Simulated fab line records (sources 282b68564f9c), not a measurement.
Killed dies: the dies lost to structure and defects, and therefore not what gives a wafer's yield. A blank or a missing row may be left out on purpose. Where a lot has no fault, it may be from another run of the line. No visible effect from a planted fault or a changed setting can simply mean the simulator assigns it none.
Split-lot study	flow rit_cmos	route with 202 steps; 5 lots, 27 wafers read

SPLIT DETAILS
At RIT_FOX2_OXIDATION_00 (target thk 350.7 nm, ox time 1130 s), the setting ox_time_s was moved away from the recipe's 1130 s on 12 of the 27 wafers read, by -44.2% to -34.6%. This setting was run at the recipe's value on the other wafers.

FROM THE SPLIT TO THE READING: what the file shows between them, 9 steps
- RIT_FOX2_THK_MEAS_01
- RIT_FOX2_CLEAN_02: cleans in dHF, time 180 s
- RIT_FOX2_WET_ETCH_03: etches Si3N4 in H3PO4, target depth 195 nm, time 2700 s
- RIT_FOX2_THK_MEAS_90
- RIT_NWELL_DEVELOP_05: develop time 68 s (also split here: develop_time_s)
- RIT_NWELL_HARDBAKE_07: time 120 s
- RIT_GATE_CLEAN_02: cleans in dHF, time 30 s
- RIT_GATE_CLEAN_03: cleans in SC2, time 600 s
- RIT_GATE_CLEAN_04: cleans in dHF, time 60 s

THE READING
At RIT_FOX2_THK_MEAS_91: FIELD_OXIDE_LEFT_2_THK, given in nm. A value of 255 nm with a standard deviation of 7.8 nm is what fault-free wafers of this fab line usually give.

wafer	tool, chamber at the split	ox_time_s as run, s	against the recipe	FIELD_OXIDE_LEFT_2_THK, nm	against lot-mates on the recipe
L074.1	-, -	738.5	-34.6%	183	no lot-mate on the recipe
L074.2	-, -	738.5	-34.6%	185	no lot-mate on the recipe
L074.3	-, -	738.5	-34.6%	185	no lot-mate on the recipe
L074.4	-, -	738.5	-34.6%	190	no lot-mate on the recipe
L074.5	-, -	738.5	-34.6%	182	no lot-mate on the recipe
L074.6	-, -	738.5	-34.6%	187	no lot-mate on the recipe
L077.1	-, -	1130	recipe	263	-
L077.2	-, -	1130	recipe	260	-
L077.3	-, -	1130	recipe	260	-
L077.4	-, -	1130	recipe	258	-
L077.5	-, -	1130	recipe	265	-
L077.6	-, -	1130	recipe	262	-
L079.1	-, -	630.7	-44.2%	160	no lot-mate on the recipe
L079.2	-, -	630.7	-44.2%	157	no lot-mate on the recipe
L079.3	-, -	630.7	-44.2%	154	no lot-mate on the recipe
L079.4	-, -	630.7	-44.2%	156	no lot-mate on the recipe
L079.5	-, -	630.7	-44.2%	155	no lot-mate on the recipe
L079.6	-, -	630.7	-44.2%	155	no lot-mate on the recipe
L080.1	furnace-04, 0	1130	recipe	257	-
L080.2	furnace-04, 0	1130	recipe	250	-
L080.5	furnace-04, 0	1130	recipe	251	-
L084.1	-, -	1130	recipe	259	-
L084.2	-, -	1130	recipe	257	-
L084.3	-, -	1130	recipe	252	-
L084.4	-, -	1130	recipe	255	-
L084.5	-, -	1130	recipe	255	-
L084.6	-, -	1130	recipe	255	-

FIT RESULTS
A straight line over all 27 wafers: FIELD_OXIDE_LEFT_2_THK changes by +2.22 nm for each +1% of ox_time_s; r = +0.99; the points scatter about the line by 4.6 nm.
Too few moved wafers have a lot-mate on the recipe to fit a line with each lot's own level taken away.

THE WHOLE CHAIN: every reading that the file lists as answering this split, in the file's order
step	what it does	reading	change (the file's fit)	r (the file's)
RIT_FOX2_OXIDATION_00	target thk 350.7 nm, ox time 1130 s	SiO2_of_FOX2_OXIDATION_00.thk_nm (the simulator's own value, which no gauge read)	+2.32 nm for each +1% of the setting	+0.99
RIT_FOX2_THK_MEAS_01		FOX2_OXIDE_THK	+2.32 for each +1% of the setting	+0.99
RIT_FOX2_THK_MEAS_90		FIELD_OXIDE_LEFT_1_THK	+2.33 for each +1% of the setting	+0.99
RIT_GATE_CLEAN_04	cleans in dHF, time 60 s	SiO2_of_FOX2_OXIDATION_00.thk_nm (the simulator's own value, which no gauge read)	+2.22 nm for each +1% of the setting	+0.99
RIT_FOX2_THK_MEAS_91		FIELD_OXIDE_LEFT_2_THK	+2.22 for each +1% of the setting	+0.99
RIT_M1_PROBE_99		etest.nmos_narrow.drive_ua_um (the simulator's own value, which no gauge read)	-0.651 for each +1% of the setting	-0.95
RIT_M1_PROBE_99		etest.field_p_metal.vt_v (the simulator's own value, which no gauge read)	+0.265 V for each +1% of the setting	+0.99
RIT_M1_PROBE_99		etest.field_n.vt_v (the simulator's own value, which no gauge read)	+0.251 V for each +1% of the setting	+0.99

THE FILE'S OWN FIT
FIELD_OXIDE_LEFT_2_THK changes by +2.22 nm for each +1% of ox_time_s, r = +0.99.
